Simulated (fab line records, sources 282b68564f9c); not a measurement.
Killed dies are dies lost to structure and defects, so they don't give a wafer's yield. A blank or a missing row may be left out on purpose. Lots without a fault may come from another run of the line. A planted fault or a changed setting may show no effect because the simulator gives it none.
Split-lot experiment | flow rit_cmos | 5 lots, 23 wafers read, on a route of 202 steps

THE SPLIT
At RIT_PRETRO_HARDBAKE_07 (time 120 s), the setting temp_c was moved away from the recipe's 140 C on 8 of the 23 wafers read, by -2.9% to +2.7%. The other wafers ran this setting at the recipe's value.

The reading is taken at the split's own step.

THE READING
NOVOLAK_of_PRETRO_COAT_01.thk_nm (the simulator's own value, which no gauge read), in nm, at RIT_PRETRO_HARDBAKE_07 (time 120 s). The file gives no usual value for it. The 15 wafers here that ran the recipe average 1136 nm, standard deviation 3.7 nm.

wafer  | tool, chamber at the split | temp_c as run, C | against the recipe | NOVOLAK_of_PRETRO_COAT_01.thk_nm, nm | against lot-mates on the recipe
L074.2 | litho_track-03, 0          | 140              | recipe             | 1130                                 | -
L074.4 | litho_track-03, 0          | 140              | recipe             | 1130                                 | -
L074.5 | litho_track-03, 0          | 140              | recipe             | 1132                                 | -
L078.1 | litho_track-01, 0          | 140              | recipe             | 1136                                 | -
L078.5 | litho_track-01, 0          | 140              | recipe             | 1136                                 | -
L078.3 | litho_track-01, 0          | 140              | recipe             | 1135                                 | -
L078.4 | litho_track-01, 0          | 140              | recipe             | 1138                                 | -
L078.6 | litho_track-01, 0          | 140              | recipe             | 1137                                 | -
L080.1 | litho_track-04, 0          | 140              | recipe             | 1143                                 | -
L080.2 | litho_track-04, 0          | 136.3            | -2.6%              | 1149                                 | +9
L080.3 | litho_track-04, 0          | 140              | recipe             | 1139                                 | -
L080.4 | litho_track-04, 0          | 140              | recipe             | 1139                                 | -
L080.6 | litho_track-04, 0          | 136.3            | -2.6%              | 1144                                 | +4
L082.1 | litho_track-01, 0          | 143.8            | +2.7%              | 1126                                 | -9
L082.2 | litho_track-01, 0          | 143.8            | +2.7%              | 1127                                 | -8
L082.3 | litho_track-01, 0          | 140              | recipe             | 1135                                 | -
L082.4 | litho_track-01, 0          | 140              | recipe             | 1135                                 | -
L082.5 | litho_track-01, 0          | 143.8            | +2.7%              | 1128                                 | -7
L083.2 | litho_track-03, 0          | 140              | recipe             | 1140                                 | -
L083.3 | litho_track-03, 0          | 136              | -2.9%              | 1149                                 | +8
L083.4 | litho_track-03, 0          | 136              | -2.9%              | 1148                                 | +8
L083.5 | litho_track-03, 0          | 140              | recipe             | 1141                                 | -
L083.6 | litho_track-03, 0          | 136              | -2.9%              | 1150                                 | +10

THE FIT
A straight line over all 23 wafers: NOVOLAK_of_PRETRO_COAT_01.thk_nm changes by -3.9 nm for each +1% of temp_c; r = -0.89; the points scatter about the line by 3.3 nm.
The same after taking each lot's own level away (the mean of its wafers on the recipe; 23 wafers): -2.83 nm for each +1%; r = -0.96; scatter 1.4 nm.
On that fit, the largest move of temp_c shifts the reading by 8.1 nm.
The lots' own levels span 1130.7 to 1140.5 nm, that is 2.7 times the standard deviation above.
So the lot-to-lot level changes the slope: the two fits differ.
Check: with one of the wafers moved furthest among these (-2.9%) left out of the fit, the line predicts +7.88 nm for it against its lot-mates. It came out at +8.5 nm against them.

OTHER SPLITS ON THESE WAFERS
These wafers also went through other splits before the reading. Each is held against what the fit with the lots' levels taken away leaves over:
other split on the same wafers       | wafers away from the commonest value | r with NOVOLAK_of_PRETRO_COAT_01.thk_nm (lot level and that fit taken away)
RIT_ACTIVE_CVD_03 temp_c             | 15                                   | -0.08
RIT_ACTIVE_ETCH_13 rf_w              | 6                                    | -0.02
RIT_FOX1_OXIDATION_00 ox_time_s      | 18                                   | -0.02
RIT_FOX1_WET_ETCH_02 time_s          | 18                                   | +0.06
RIT_PWELL_IMPLANT_08 energy_kev      | 8                                    | +0.11
RIT_NRETRO_COAT_01 resist_thk_nm     | 8                                    | +0.37
RIT_NRETRO_DEVELOP_05 develop_time_s | 5                                    | -0.37

THE FILE'S OWN FIT
NOVOLAK_of_PRETRO_COAT_01.thk_nm changes by -2.67 nm for each +1% of temp_c, r = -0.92.
